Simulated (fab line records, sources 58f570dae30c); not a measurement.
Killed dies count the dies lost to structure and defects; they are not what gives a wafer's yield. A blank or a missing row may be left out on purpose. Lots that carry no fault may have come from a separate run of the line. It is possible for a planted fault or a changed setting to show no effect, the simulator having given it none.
Split-lot trial	flow berkeley-cmos170	route with 331 steps; 5 lots, 23 wafers read

## ON THE SPLIT
At UCB170_PWELL_IMPLANT_15, the setting energy-kev was moved away from the recipe's 60 on 11 of the 23 wafers read, by -3.2% to +3.6%. This setting was run at the recipe's value on the other wafers.

The split's own step is where the reading is taken.

## THE READING
In nm, at UCB170_PWELL_IMPLANT_15: implant.rp-nm, which is the simulator's own figure and was read by no gauge. No usual value for it is given in the file. Across the 12 wafers here that went through the recipe, the average is 189.4 nm and the standard deviation 4.8 nm.

wafer	tool, chamber at the split	energy-kev as run	against the recipe	implant.rp-nm, nm	against lot-mates on the recipe
L078.1	implanter-02, 0	58.09	-3.2%	187.8	-5.7
L078.2	implanter-02, 0	58.09	-3.2%	187.8	-5.7
L078.6	implanter-02, 0	58.09	-3.2%	187.8	-5.7
L078.3	implanter-02, 0	60	recipe	193.5	-
L078.5	implanter-02, 0	60	recipe	193.5	-
L077.1	implanter-01, 0	60	recipe	186.1	-
L077.3	implanter-01, 0	60	recipe	186.1	-
L077.6	implanter-01, 0	60	recipe	186.1	-
L079.1	implanter-01, 0	60	recipe	185.6	-
L079.2	implanter-01, 0	60	recipe	185.6	-
L079.4	implanter-01, 0	60	recipe	185.6	-
L079.3	implanter-01, 0	60.92	+1.5%	188.5	+2.9
L079.6	implanter-01, 0	60.92	+1.5%	188.5	+2.9
L081.1	implanter-03, 0	62.16	+3.6%	195.1	+8.0
L081.4	implanter-03, 0	62.16	+3.6%	195.1	+8.0
L081.6	implanter-03, 0	62.16	+3.6%	195.1	+8.0
L081.3	implanter-03, 0	60	recipe	187.1	-
L081.5	implanter-03, 0	60	recipe	187.1	-
L083.1	implanter-03, 0	58.5	-2.5%	193.6	-4.6
L083.3	implanter-03, 0	58.5	-2.5%	193.6	-4.6
L083.6	implanter-03, 0	58.5	-2.5%	193.6	-4.6
L083.4	implanter-03, 0	60	recipe	198.2	-
L083.5	implanter-03, 0	60	recipe	198.2	-

FIT RESULTS
A straight line over all 23 wafers: implant.rp-nm changes by +0.496 nm for each +1% of energy-kev; r = +0.23; the points scatter about the line by 4.3 nm.
The same after taking each lot's own level away (the mean of its wafers on the recipe; 23 wafers): +1.99 nm for each +1%; r = +1.00; scatter 0.35 nm.
Per that fit: largest energy-kev move, reading shift of 7.2 nm.
The span of the lots' own levels, 185.60 to 198.20 nm, comes to 2.6 times the standard deviation stated above.
So the lot-to-lot level blurs the effect unless lot-mates are compared.
Check: with one of the wafers moved furthest among these (+3.6%) left out of the fit, the line predicts +7.27 nm for it against its lot-mates. Against them it came out at +8 nm.

## THESE WAFERS: OTHER SPLITS
Note: prior to the reading, these wafers also went through further splits. Each is held against what the fit with the lots' levels taken away leaves over:
other split on the same wafers	wafers away from the commonest value	r with implant.rp-nm (lot level and that fit taken away)
UCB170_NWELL_CVD_04 pressure-mtorr	18	+0.20
UCB170_NWELL_DEVELOP_11 dev-temp-c	10	-0.05
UCB170_PWELL_CVD_05 pressure-mtorr	18	-0.16

## THE WHOLE CHAIN: every reading that the file lists as answering this split, in the file's order
step	what it does	reading	change (the file's fit)	r (the file's)
UCB170_PWELL_IMPLANT_15		implant.drp-nm (the simulator's own value, which no gauge read)	+0.343 nm for each +1% of the setting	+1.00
UCB170_PWELL_IMPLANT_15		implant.rp-nm (the simulator's own value, which no gauge read)	+1.98 nm for each +1% of the setting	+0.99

## THE FILE'S OWN FIT
implant.rp-nm changes by +1.98 nm for each +1% of energy-kev, r = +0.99.
